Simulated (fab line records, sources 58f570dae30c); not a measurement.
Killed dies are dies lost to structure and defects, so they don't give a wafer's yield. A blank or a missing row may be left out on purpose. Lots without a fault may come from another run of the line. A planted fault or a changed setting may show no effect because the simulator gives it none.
fab line records | flow berkeley_cmos170 | part 1 of 2: steps 1 to 26 of 38
record lots=5 wafers=15 last_day=12
route steps=331 shown CONTACT@226 M1@238 V1@254
lots that met no fault: from a run of the same line without faults
start_h: hours from the record's first day to the start of the lot's first wafer shown | wait_h: hours since the lot's step before | " the same as in the row above | L1.1+2: a row that stands for several wafers | - no value, or no start given | * or withheld: withheld | < > ~ a bound
route shown NAME@n: a module of which the file shows steps, and the number in the route of the first | usual: mean/standard deviation of fault-free wafers | same: alike in all rows | chamber/n: place in a boat | sites: the reading at each site | _std_site: their standard deviation | _edge_site: outer sites' mean less inner sites' | radius_mm: how far each site lies from the wafer's centre | mask NAME#n: copy n | behind: the tool/chamber that last shaped the wafer | hold: why the lot was held/for how many hours/how that ended | device: the transistor (n, p or np) that didn't switch | end of line: the same wafers' tests at the end of the route | a step without rows: its recipe alone | killed: dies lost to structure and defects at the first sort, not the wafer's yield | map: a wafer's dies, x killed, . not, _ none there
set.NAME: the setting as run; set.NAME@STEP: as run at that earlier step | model.NAME: the simulator's own value behind a step, which no gauge read
lots at some steps of the route; a table a step, a row a wafer
services: from which hour (start_h, from the record's first day; less than 0 if before it) a tool's chamber was out of use, for how many hours, and why
## steps
# step UCB170_CONTACT_COAT_10
# recipe resist=KrF spin_rpm=1500 resist_thk_nm=900
# columns lot.wafer tool chamber start_h wait_h
L078.1+2+4 litho_track-01 0 - -
L081.2+4+6 litho_track-04 0 - -
L091.1+3+6 litho_track-04 0 - -
L090.3+4+6 litho_track-03 0 - -
L096.2+3+6 litho_track-04 0 - -
# step UCB170_CONTACT_SOFTBAKE_11
# recipe resist=KrF temp_c=130 time_s=60
# columns lot.wafer tool chamber start_h wait_h
L078.1+2+4 litho_track-01 0 - -
L081.2+4+6 litho_track-04 0 - -
L091.1+3+6 litho_track-04 0 - -
L090.3+4+6 litho_track-03 0 - -
L096.2+3+6 litho_track-04 0 - -
# step UCB170_CONTACT_EXPOSE_12
# recipe mask_id=CONT target_cd_nm=700 na=0.5 sigma_outer=0.6 source_shape=conventional dose_mj=35
# usual exposure_dose_mJ_cm2=35.15/0.21
# columns lot.wafer tool chamber start_h wait_h mask exposure_dose_mJ_cm2
L078.1 krf_scanner-01 0 185.36 - CONT#0 35.01
L078.2 " 0 " " CONT#0 34.99
L078.4 " 0 " " CONT#0 35.03
L081.2 krf_scanner-01 0 205.17 - CONT#0 35.01
L081.4 " 0 " " CONT#0 34.99
L081.6 " 0 " " CONT#0 34.98
L091.1 krf_scanner-02 0 243.38 - CONT#0 35.37
L091.3 " 0 " " CONT#0 35.39
L091.6 " 0 " " CONT#0 35.37
L090.3 krf_scanner-01 0 243.67 - CONT#0 34.99
L090.4 " 0 " " CONT#0 34.97
L090.6 " 0 " " CONT#0 35.03
L096.2 krf_scanner-02 0 269.52 - CONT#0 35.34
L096.3 " 0 " " CONT#0 35.41
L096.6 " 0 " " CONT#0 35.42
# step UCB170_CONTACT_PEB_13
# recipe peb_temp_c=130 peb_time_s=withheld resist=KrF
# columns lot.wafer tool chamber start_h wait_h
L078.1+2+4 litho_track-04 0 185.47 0.1
L081.2+4+6 litho_track-01 0 205.40 0.2
L091.1+3+6 litho_track-04 0 243.87 0.5
L090.3+4+6 litho_track-04 0 244.19 0.5
L096.2+3+6 litho_track-03 0 269.64 0.1
# step UCB170_CONTACT_DEVELOP_14
# recipe developer=TMAH develop_time_s=45 resist=KrF dev_temp_c=21
# usual developer_temp_C=20.99/0.12
# columns lot.wafer tool chamber start_h wait_h developer_temp_C
L078.1 litho_track-04 0 - - 21.03
L078.2 " 0 " " 21.03
L078.4 " 0 " " 20.88
L081.2 litho_track-01 0 - - 21.06
L081.4 " 0 " " 21.03
L081.6 " 0 " " 21.03
L091.1 litho_track-04 0 - - 20.91
L091.3 " 0 " " 21.05
L091.6 " 0 " " 20.85
L090.3 litho_track-04 0 - - 20.89
L090.4 " 0 " " 20.91
L090.6 " 0 " " 21.05
L096.2 litho_track-03 0 - - 21.22
L096.3 " 0 " " 21.11
L096.6 " 0 " " 21.19
# step UCB170_CONTACT_CD_MEAS_15
# recipe target_cd_nm=700
# usual cd_nm=700.0/1.3
# columns lot.wafer tool chamber start_h wait_h cd_nm
L078.1 cd_sem-02 - 185.75 - 700.9
L078.2 " - " " 701.1
L078.4 " - " " 701.2
L081.2 cd_sem-01 - 205.67 - 700.4
L081.4 " - " " 698.7
L081.6 " - " " 699.9
L091.1 cd_sem-02 - 244.23 - 698.6
L091.3 " - " " 700.0
L091.6 " - " " 699.5
L090.3 cd_sem-01 - 244.47 - 699.5
L090.4 " - " " 699.3
L090.6 " - " " 699.0
L096.2 cd_sem-01 - 269.91 - 700.1
L096.3 " - " " 699.6
L096.6 " - " " 699.7
# step UCB170_CONTACT_OVL_MEAS_16
# usual CONTACT_OVL=-1/5.7
# columns lot.wafer tool chamber start_h wait_h CONTACT_OVL[nm]
L078.1 overlay-01 - 185.87 0.1 -9
L078.2 " - " " -3
L078.4 " - " " -12
L081.2 overlay-01 - 205.78 0.1 -3
L081.4 " - " " -2
L081.6 " - " " -3
L091.1 overlay-02 - 244.35 0.1 2
L091.3 " - " " -6
L091.6 " - " " 7
L090.3 overlay-02 - 244.56 0.1 16
L090.4 " - " " -6
L090.6 " - " " 7
L096.2 overlay-01 - 270.02 0.1 0
L096.3 " - " " 0
L096.6 " - " " -1
# step UCB170_CONTACT_ETCH_17
# recipe chemistry=N2/H2 target_depth_a=withheld overetch_a=withheld target=BARC time_s=withheld source_w=500 bias_w=100 pressure_mtorr=30 n2_flow_sccm=100 h2_flow_sccm=200
# usual drypump_motor_current_A=5.9/0.53 oes_product_au=0.994/0.02 rf_fwd_power_W=494.3/2.3 throttle_valve_pct=13.29/0.18
# columns lot.wafer tool chamber start_h wait_h drypump_motor_current_A oes_product_au rf_fwd_power_W throttle_valve_pct
L078.1 rie_diel-02 0 185.91 0.0 6.6 0.986 493.9 12.94
L078.2 " 3 " " 6.4 0.996 494.0 13.21
L078.4 " 1 " " 5.8 1.019 495.2 13.42
L081.2 rie_diel-01 3 205.81 0.0 5.3 1.002 495.2 13.39
L081.4 " 0 " " 5.9 0.995 495.7 13.18
L081.6 " 1 " " 5.4 0.969 495.9 13.21
L091.1 rie_diel-01 2 244.39 0.0 6.8 0.961 496.4 13.28
L091.3 " 1 " " 5.4 0.984 495.1 13.20
L091.6 " 1 " " 5.4 0.983 493.0 13.20
L090.3 rie_diel-04 1 244.58 0.0 4.8 0.985 496.7 13.59
L090.4 " 3 " " 5.8 1.017 488.9 13.33
L090.6 " 0 " " 5.9 0.994 494.7 13.29
L096.2 rie_diel-02 2 270.05 0.0 6.2 0.966 495.5 13.02
L096.3 " 1 " " 5.8 1.022 496.8 13.42
L096.6 " 1 " " 5.8 1.020 495.4 13.41
# step UCB170_CONTACT_ETCH_18
# recipe chemistry=CHF3/CF4/Ar target=PSG stop_on=TiSi2 CHF3_flow_sccm=45 cf4_flow_sccm=15 Ar_flow_sccm=150 pressure_mtorr=200 rf_w=700 target_depth_a=8400 over_etch_frac=0.2066 time_s=195
# usual drypump_motor_current_A=5.9/0.53 oes_product_au=0.884/0.012 rf_fwd_power_W=696.9/2.1 throttle_valve_pct=6.93/0.12
# columns lot.wafer tool chamber start_h wait_h drypump_motor_current_A oes_product_au rf_fwd_power_W rf_hours_counter_h throttle_valve_pct
L078.1 rie_diel-02 0 - - 6.6 0.884 696.3 14 6.72
L078.2 " 3 " " 6.4 0.876 699.8 19 6.85
L078.4 " 1 " " 5.8 0.909 698.6 112 7.04
L081.2 rie_diel-01 3 - - 5.3 0.864 695.0 21 6.92
L081.4 " 0 " " 5.9 0.895 695.1 30 6.91
L081.6 " 1 " " 5.4 0.871 696.4 - 6.86
L091.1 rie_diel-01 2 - - 6.8 0.879 696.2 0 6.93
L091.3 " 1 " " 5.4 0.877 698.0 65 6.86
L091.6 " 1 " " 5.4 0.886 696.6 - 6.87
L090.3 rie_diel-04 1 - - 4.7 0.886 698.0 106 7.15
L090.4 " 3 " " 5.8 0.885 697.0 62 6.86
L090.6 " 0 " " 5.9 0.869 698.6 - 6.98
L096.2 rie_diel-02 2 - - 6.2 0.875 696.8 56 6.82
L096.3 " 1 " " 5.8 0.891 697.6 116 7.05
L096.6 " 1 " " 5.8 0.908 701.8 - 7.05
# step UCB170_CONTACT_STRIP_19
# recipe chemistry=O2 power_w=400 pressure_mtorr=3500 platen_temp_c=withheld o2_flow_sccm=400 overash_fraction=0.5
# usual drypump_motor_current_A=5.7/0.7 oes_product_au=0.725/0.0044
# columns lot.wafer tool chamber start_h wait_h drypump_motor_current_A oes_product_au rf_hours_counter_h
L078.1 plasma_asher-01 0 186.07 - 6.5 0.726 7
L078.2 " 1 " " 5.1 0.720 7
L078.4 " 0 " " 6.5 0.720 -
L081.2 plasma_asher-01 0 205.97 - 6.5 0.722 10
L081.4 " 1 " " 5.1 0.727 -
L081.6 " 1 " " 5.1 0.722 -
L091.1 plasma_asher-01 0 244.56 - 6.4 0.722 14
L091.3 " 0 " " 6.4 0.724 -
L091.6 " 1 " " 5.1 0.734 -
L090.3 plasma_asher-04 1 244.78 - 6.6 0.723 -
L090.4 " 0 " " 5.1 0.728 -
L090.6 " 1 " " 6.6 0.725 -
L096.2 plasma_asher-04 1 270.22 - 6.6 0.721 52
L096.3 " 1 " " 6.6 0.730 -
L096.6 " 1 " " 6.6 0.722 -
# step UCB170_CONTACT_CD_MEAS_90
# recipe target_cd_nm=700
# usual cd_nm=700.0/1.4
# columns lot.wafer tool chamber start_h wait_h cd_nm
L078.1 cd_sem-01 - 186.17 0.1 700.9
L078.2 " - " " 700.7
L078.4 " - " " 700.1
L081.2 cd_sem-02 - 206.09 0.1 702.5
L081.4 " - " " 700.5
L081.6 " - " " 700.6
L091.1 cd_sem-01 - 244.66 0.1 697.9
L091.3 " - " " 699.9
L091.6 " - " " 700.2
L090.3 cd_sem-02 - 244.89 0.1 699.2
L090.4 " - " " 699.6
L090.6 " - " " 698.9
L096.2 cd_sem-01 - 270.34 0.1 699.9
L096.3 " - " " 699.4
L096.6 " - " " 699.3
# step UCB170_CONTACT_CLEAN_20
# recipe chemistry=SPM temp_c=120 time_s=600
# columns lot.wafer tool chamber start_h wait_h
L078.1+2+4 wet_bench-01 3 186.29 0.1
L081.2+4+6 wet_bench-02 2 206.19 0.1
L091.1+3+6 wet_bench-01 3 244.78 0.1
L090.3+4+6 wet_bench-02 1 244.97 0.1
L096.2+3+6 wet_bench-03 3 270.44 0.1
# step UCB170_M1_SPUTTER_00
# recipe material=Al target_thk_nm=600 time_s=80 power_w=6000 chamber_pressure_pa=0.5
# usual cathode_dc_power_W=6000.0/1.1 throttle_valve_pct=30.4/1.1
# columns lot.wafer tool chamber start_h wait_h cathode_dc_power_W throttle_valve_pct
L078.1 pvd_sputter-04 - 186.47 0.0 5998.1 30.5
L078.2 " - " " 5999.2 30.5
L078.4 " - " " 5998.4 30.6
L081.2 pvd_sputter-01 - 206.38 0.0 5999.7 32.6
L081.4 " - " " 5999.3 29.7
L081.6 " - " " 6000.2 29.1
L091.1 pvd_sputter-02 - 244.95 0.0 6000.1 30.1
L091.3 " - " " 5999.6 30.5
L091.6 " - " " 6000.7 28.7
L090.3 pvd_sputter-04 - 245.14 0.0 5999.3 29.8
L090.4 " - " " 5999.4 31.0
L090.6 " - " " 5999.9 30.9
L096.2 pvd_sputter-04 - 270.63 0.0 5999.5 30.0
L096.3 " - " " 6000.4 30.8
L096.6 " - " " 6000.3 30.7
# step UCB170_M1_RS_MEAS_01
# recipe thk_meas_gauge=four-point-probe reads=Al_of_M1_SPUTTER_00
# usual M1_AL_RS=0.0482/0.00057
# columns lot.wafer tool chamber start_h wait_h M1_AL_RS[ohm/sq]
L078.1 film_metro-04 - 186.53 0.0 0.0479
L078.2 " - " " 0.0478
L078.4 " - " " 0.0471
L081.2 film_metro-04 - 206.47 0.1 0.0478
L081.4 " - " " 0.0480
L081.6 " - " " 0.0478
L091.1 film_metro-04 - 245.01 0.0 0.0477
L091.3 " - " " 0.0471
L091.6 " - " " 0.0486
L090.3 film_metro-03 - 245.25 0.1 0.0478
L090.4 " - " " 0.0470
L090.6 " - " " 0.0470
L096.2 film_metro-04 - 270.71 0.1 0.0483
L096.3 " - " " 0.0486
L096.6 " - " " 0.0481
# step UCB170_M1_THK_MEAS_02
# recipe thk_meas_gauge=xrf reads=Al_of_M1_SPUTTER_00
# usual M1_AL_THK=602/7.5
# columns lot.wafer tool chamber start_h wait_h M1_AL_THK[nm]
L078.1 film_metro-04 - 186.65 0.1 606
L078.2 " - " " 612
L078.4 " - " " 617
L081.2 film_metro-04 - 206.58 0.1 610
L081.4 " - " " 605
L081.6 " - " " 611
L091.1 film_metro-04 - 245.13 0.1 611
L091.3 " - " " 612
L091.6 " - " " 596
L090.3 film_metro-03 - 245.35 0.1 608
L090.4 " - " " 617
L090.6 " - " " 615
L096.2 film_metro-04 - 270.82 0.1 608
L096.3 " - " " 603
L096.6 " - " " 606
# step UCB170_M1_COAT_03
# recipe resist=BARC temp_c=withheld time_s=withheld spin_rpm=3000 resist_thk_nm=withheld
# columns lot.wafer tool chamber start_h wait_h
L078.1+2+4 litho_track-04 0 186.80 0.1
L081.2+4+6 litho_track-02 0 206.65 0.1
L091.1+3+6 litho_track-02 0 245.56 0.4
L090.3+4+6 litho_track-01 0 245.99 0.6
L096.2+3+6 litho_track-02 0 270.89 0.1
# step UCB170_M1_COAT_04
# recipe resist=KrF spin_rpm=1500 resist_thk_nm=900
# columns lot.wafer tool chamber start_h wait_h
L078.1+2+4 litho_track-04 0 - -
L081.2+4+6 litho_track-02 0 - -
L091.1+3+6 litho_track-02 0 - -
L090.3+4+6 litho_track-01 0 - -
L096.2+3+6 litho_track-02 0 - -
# step UCB170_M1_SOFTBAKE_05
# recipe resist=KrF temp_c=130 time_s=60
# columns lot.wafer tool chamber start_h wait_h
L078.1+2+4 litho_track-04 0 - -
L081.2+4+6 litho_track-02 0 - -
L091.1+3+6 litho_track-02 0 - -
L090.3+4+6 litho_track-01 0 - -
L096.2+3+6 litho_track-02 0 - -
# step UCB170_M1_EXPOSE_06
# recipe mask_id=METAL1 target_cd_nm=700 na=0.5 sigma_outer=0.6 source_shape=conventional dose_mj=21
# usual exposure_dose_mJ_cm2=21.11/0.13
# columns lot.wafer tool chamber start_h wait_h mask exposure_dose_mJ_cm2
L078.1 krf_scanner-01 0 187.25 - METAL1#0 20.96
L078.2 " 0 " " METAL1#0 21.02
L078.4 " 0 " " METAL1#0 20.97
L081.2 krf_scanner-02 0 207.22 - METAL1#0 21.25
L081.4 " 0 " " METAL1#0 21.22
L081.6 " 0 " " METAL1#0 21.24
L091.1 krf_scanner-01 0 246.14 - METAL1#0 20.99
L091.3 " 0 " " METAL1#0 20.99
L091.6 " 0 " " METAL1#0 20.99
L090.3 krf_scanner-02 0 246.58 - METAL1#0 21.24
L090.4 " 0 " " METAL1#0 21.23
L090.6 " 0 " " METAL1#0 21.23
L096.2 krf_scanner-02 0 271.46 - METAL1#0 21.22
L096.3 " 0 " " METAL1#0 21.27
L096.6 " 0 " " METAL1#0 21.27
# step UCB170_M1_PEB_07
# recipe peb_temp_c=130 peb_time_s=withheld resist=KrF
# columns lot.wafer tool chamber start_h wait_h
L078.1+2+4 litho_track-02 0 187.58 0.3
L081.2+4+6 litho_track-04 0 207.55 0.3
L091.1+3+6 litho_track-02 0 247.01 0.9
L090.3+4+6 litho_track-01 0 247.44 0.8
L096.2+3+6 litho_track-02 0 271.88 0.4
# step UCB170_M1_DEVELOP_08
# recipe developer=TMAH develop_time_s=45 resist=KrF dev_temp_c=21
# usual developer_temp_C=21.02/0.1
# columns lot.wafer tool chamber start_h wait_h developer_temp_C
L078.1 litho_track-02 0 - - 21.15
L078.2 " 0 " " 21.10
L078.4 " 0 " " 20.95
L081.2 litho_track-04 0 - - 20.80
L081.4 " 0 " " 20.97
L081.6 " 0 " " 20.96
L091.1 litho_track-02 0 - - 21.21
L091.3 " 0 " " 20.95
L091.6 " 0 " " 20.95
L090.3 litho_track-01 0 - - 21.12
L090.4 " 0 " " 21.12
L090.6 " 0 " " 21.03
L096.2 litho_track-02 0 - - 20.93
L096.3 " 0 " " 20.93
L096.6 " 0 " " 20.95
# step UCB170_M1_CD_MEAS_09
# recipe target_cd_nm=700
# usual cd_nm=700.5/1.4
# columns lot.wafer tool chamber start_h wait_h cd_nm
L078.1 cd_sem-01 - 187.86 - 698.9
L078.2 " - " " 698.5
L078.4 " - " " 697.9
L081.2 cd_sem-01 - 207.82 - 701.4
L081.4 " - " " 700.6
L081.6 " - " " 701.6
L091.1 cd_sem-01 - 247.29 - 698.3
L091.3 " - " " 699.1
L091.6 " - " " 699.3
L090.3 cd_sem-01 - 247.71 - 701.4
L090.4 " - " " 701.5
L090.6 " - " " 702.3
L096.2 cd_sem-02 - 272.15 - 699.9
L096.3 " - " " 700.9
L096.6 " - " " 700.8
# step UCB170_M1_OVL_MEAS_10
# usual M1_OVL=0/5.7
# columns lot.wafer tool chamber start_h wait_h M1_OVL[nm]
L078.1 overlay-01 - 187.98 0.1 7
L078.2 " - " " 4
L078.4 " - " " 1
L081.2 overlay-02 - 207.92 0.1 3
L081.4 " - " " 3
L081.6 " - " " -5
L091.1 overlay-01 - 247.41 0.1 4
L091.3 " - " " 2
L091.6 " - " " -11
L090.3 overlay-02 - 247.80 0.1 5
L090.4 " - " " 3
L090.6 " - " " 4
L096.2 overlay-01 - 272.25 0.1 11
L096.3 " - " " 8
L096.6 " - " " 7
# step UCB170_M1_ETCH_11
# recipe chemistry=N2/H2 target_depth_a=withheld overetch_a=withheld target=BARC time_s=withheld source_w=500 bias_w=100 pressure_mtorr=30 n2_flow_sccm=100 h2_flow_sccm=200
# usual drypump_motor_current_A=5.8/0.55 oes_product_au=0.988/0.016 rf_fwd_power_W=495.0/2 throttle_valve_pct=13.20/0.14
# columns lot.wafer tool chamber start_h wait_h drypump_motor_current_A oes_product_au rf_fwd_power_W throttle_valve_pct
L078.1 rie_diel-01 2 188.01 0.0 6.9 0.986 493.3 13.23
L078.2 " 3 " " 5.3 0.990 498.6 13.39
L078.4 " 1 " " 5.5 0.976 493.3 13.20
L081.2 rie_diel-02 0 207.95 0.0 6.6 0.992 492.9 12.94
L081.4 " 2 " " 6.2 0.963 494.3 13.01
L081.6 " 1 " " 5.8 1.012 496.4 13.42
L091.1 rie_diel-01 3 247.45 0.0 5.3 1.015 496.8 13.37
L091.3 " 0 " " 5.9 1.002 494.5 13.22
L091.6 " 0 " " 5.9 0.996 495.0 13.19
L090.3 rie_diel-02 3 247.82 0.0 6.3 0.991 491.9 13.19
L090.4 " 2 " " 6.3 0.959 494.6 13.04
L090.6 " 2 " " 6.2 0.959 494.5 13.04
L096.2 rie_diel-01 0 272.28 0.0 5.9 0.997 493.5 13.20
L096.3 " 3 " " 5.3 1.002 495.7 13.38
L096.6 " 1 " " 5.4 0.986 493.1 13.19
# step UCB170_M1_METAL_ETCH_12
# recipe chemistry=Cl2/BCl3 target=Al stop_on=PSG pressure_mtorr=12 target_depth_a=7800 over_etch_frac=0.3 time_s=130 icp_w=600 bias_w=120 Cl2_flow_sccm=90 bcl3_flow_sccm=45
# usual drypump_motor_current_A=5.6/0.56 oes_product_au=0.864/0.014 rf_fwd_power_W=597.6/2.3 throttle_valve_pct=24.36/0.23
# columns lot.wafer tool chamber start_h wait_h drypump_motor_current_A oes_product_au rf_fwd_power_W rf_hours_counter_h throttle_valve_pct
L078.1 rie_metal-03 0 188.06 - 6.6 0.883 595.0 7 24.50
L078.2 " 1 " " 5.1 0.848 598.6 12 24.79
L078.4 " 0 " " 6.6 0.888 596.5 - 24.50
L081.2 rie_metal-02 1 208.00 - 5.9 0.878 592.0 11 24.40
L081.4 " 1 " " 6.0 0.881 595.8 - 24.41
L081.6 " 0 " " 5.4 0.857 598.0 - 24.44
L091.1 rie_metal-02 0 247.49 - 5.3 0.871 599.1 5 24.42
L091.3 " 1 " " 5.9 0.880 594.9 - 24.41
L091.6 " 1 " " 5.9 0.873 595.0 - 24.42
L090.3 rie_metal-03 1 247.91 - 5.1 0.840 595.7 - 24.79
L090.4 " 0 " " 6.6 0.893 594.7 - 24.50
L090.6 " 0 " " 6.6 0.887 597.1 - 24.50
L096.2 rie_metal-03 0 272.33 - 6.6 0.872 597.1 9 24.50
L096.3 " 0 " " 6.6 0.869 595.3 - 24.50
L096.6 " 1 " " 5.0 0.839 596.4 - 24.78
# step UCB170_M1_STRIP_13
# recipe chemistry=O2 power_w=400 pressure_mtorr=3500 platen_temp_c=withheld o2_flow_sccm=400 overash_fraction=0.5
# usual drypump_motor_current_A=5.9/0.6 oes_product_au=0.720/0.0048
# columns lot.wafer tool chamber start_h wait_h drypump_motor_current_A oes_product_au rf_hours_counter_h
L078.1 plasma_asher-02 0 188.19 0.1 6.2 0.727 40
L078.2 " 1 " " 5.9 0.732 40
L078.4 " 1 " " 5.9 0.723 -
L081.2 plasma_asher-01 1 208.13 0.1 5.1 0.729 10
L081.4 " 1 " " 5.1 0.715 -
L081.6 " 1 " " 5.1 0.718 -
L091.1 plasma_asher-02 0 247.62 0.1 6.2 0.725 46
L091.3 " 1 " " 5.9 0.725 -
L091.6 " 1 " " 5.9 0.721 -
L090.3 plasma_asher-04 0 248.03 0.1 5.1 0.712 -
L090.4 " 1 " " 6.6 0.725 -
L090.6 " 0 " " 5.1 0.715 -
L096.2 plasma_asher-02 1 272.46 0.1 5.9 0.718 49
L096.3 " 1 " " 5.9 0.717 -
L096.6 " 0 " " 6.2 0.719 -
